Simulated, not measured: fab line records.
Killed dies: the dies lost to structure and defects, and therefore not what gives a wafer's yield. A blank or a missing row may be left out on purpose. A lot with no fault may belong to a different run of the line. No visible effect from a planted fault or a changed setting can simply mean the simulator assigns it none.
One fault seen from 2 desks | flow berkeley-cmos170 | every desk sees just its own numbers, and what lay behind them comes last

## TOOL OWNER'S DESK, pvd-sputter-02
The tool's own readings at UCB170_SILICIDE_SPUTTER_01 (material Ti, target thk 30 nm, time 25 s): means of the sampled wafers that have a number, for each lot that ran on this tool. The brackets show how far a lot's mean lies from the usual mean; more than 4 standard deviations puts the lot out of limits, marked OUT.
Columns: A = throttle-valve-pct at UCB170_SILICIDE_SPUTTER_01, usual 30.4 %
lot  | first seen here | A
L774 | day 7 17:16     | 31.1
L787 | day 10 02:13    | 31.8
L783 | day 10 08:01    | 31.8
This desk's finding: nothing out of limits on any of the 3 lots.

## FROM THE METROLOGY DESK
What the gauges read, lot by lot, whatever tool the lot ran on: means of the sampled wafers that have a number. The brackets show how far a lot's mean lies from the usual mean; more than 4 standard deviations puts the lot out of limits, marked OUT.
Columns: A = PSD_RS at UCB170_SDANNEAL_RS_MEAS_02, usual 75.5 ohm/sq; B = NSD_RS at UCB170_SDANNEAL_RS_MEAS_03, usual 37.27 ohm/sq; C = PLDD_RS at UCB170_SDANNEAL_RS_MEAS_04, usual 1031.5 ohm/sq; D = NLDD_RS at UCB170_SDANNEAL_RS_MEAS_05, usual 616.6 ohm/sq; E = SILICIDE_TI_RS at UCB170_SILICIDE_RS_MEAS_02, usual 26.2 ohm/sq; F = SILICIDE_TI_THK at UCB170_SILICIDE_THK_MEAS_03, usual 29.6 nm
lot  | first seen here | A    | B     | C      | D     | E              | F
L771 | day 7 16:35     | 75.8 | 37.33 | 1030.1 | 615.2 | 26.0           | 29.7
L774 | day 7 16:43     | 75.4 | 37.34 | 1033.0 | 616.2 | 26.3           | 29.5
L787 | day 10 01:44    | 75.1 | 37.20 | 1027.9 | 617.2 | 18.9 (-20) OUT | 39.0 (+28) OUT
L783 | day 10 07:29    | 75.4 | 37.06 | 1032.3 | 615.3 | 18.6 (-21) OUT | 39.5 (+29) OUT
L790 | day 11 10:48    | 75.2 | 37.18 | 1031.9 | 616.2 | 26.6           | 29.3
L791 | day 11 11:14    | 75.6 | 37.29 | 1028.5 | 617.1 | 26.0           | 29.8
This desk reports L783, L787 out of limits; the earliest was L787 at day 10 02:19 (SILICIDE_TI_RS at UCB170_SILICIDE_RS_MEAS_02). In limits: L771, L774, L790, L791.

## ALL TOGETHER
The metrology desk could have raised an alarm at day 10 02:19, on L783, L787.
The desk of the tool owner found nothing out of limits.
On record at the tool owner's desk: L783, L787, within its limits.
All the named lots went through UCB170_SILICIDE_SPUTTER_01 on pvd-sputter-02.

## WHAT THE SIMULATOR HAD PUT IN
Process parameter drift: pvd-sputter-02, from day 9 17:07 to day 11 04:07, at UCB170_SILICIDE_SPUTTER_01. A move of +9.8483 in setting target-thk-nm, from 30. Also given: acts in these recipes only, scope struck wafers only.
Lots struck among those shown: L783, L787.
Delay in hours, fault start to first out-of-limits reading, per desk: metrology desk 9.
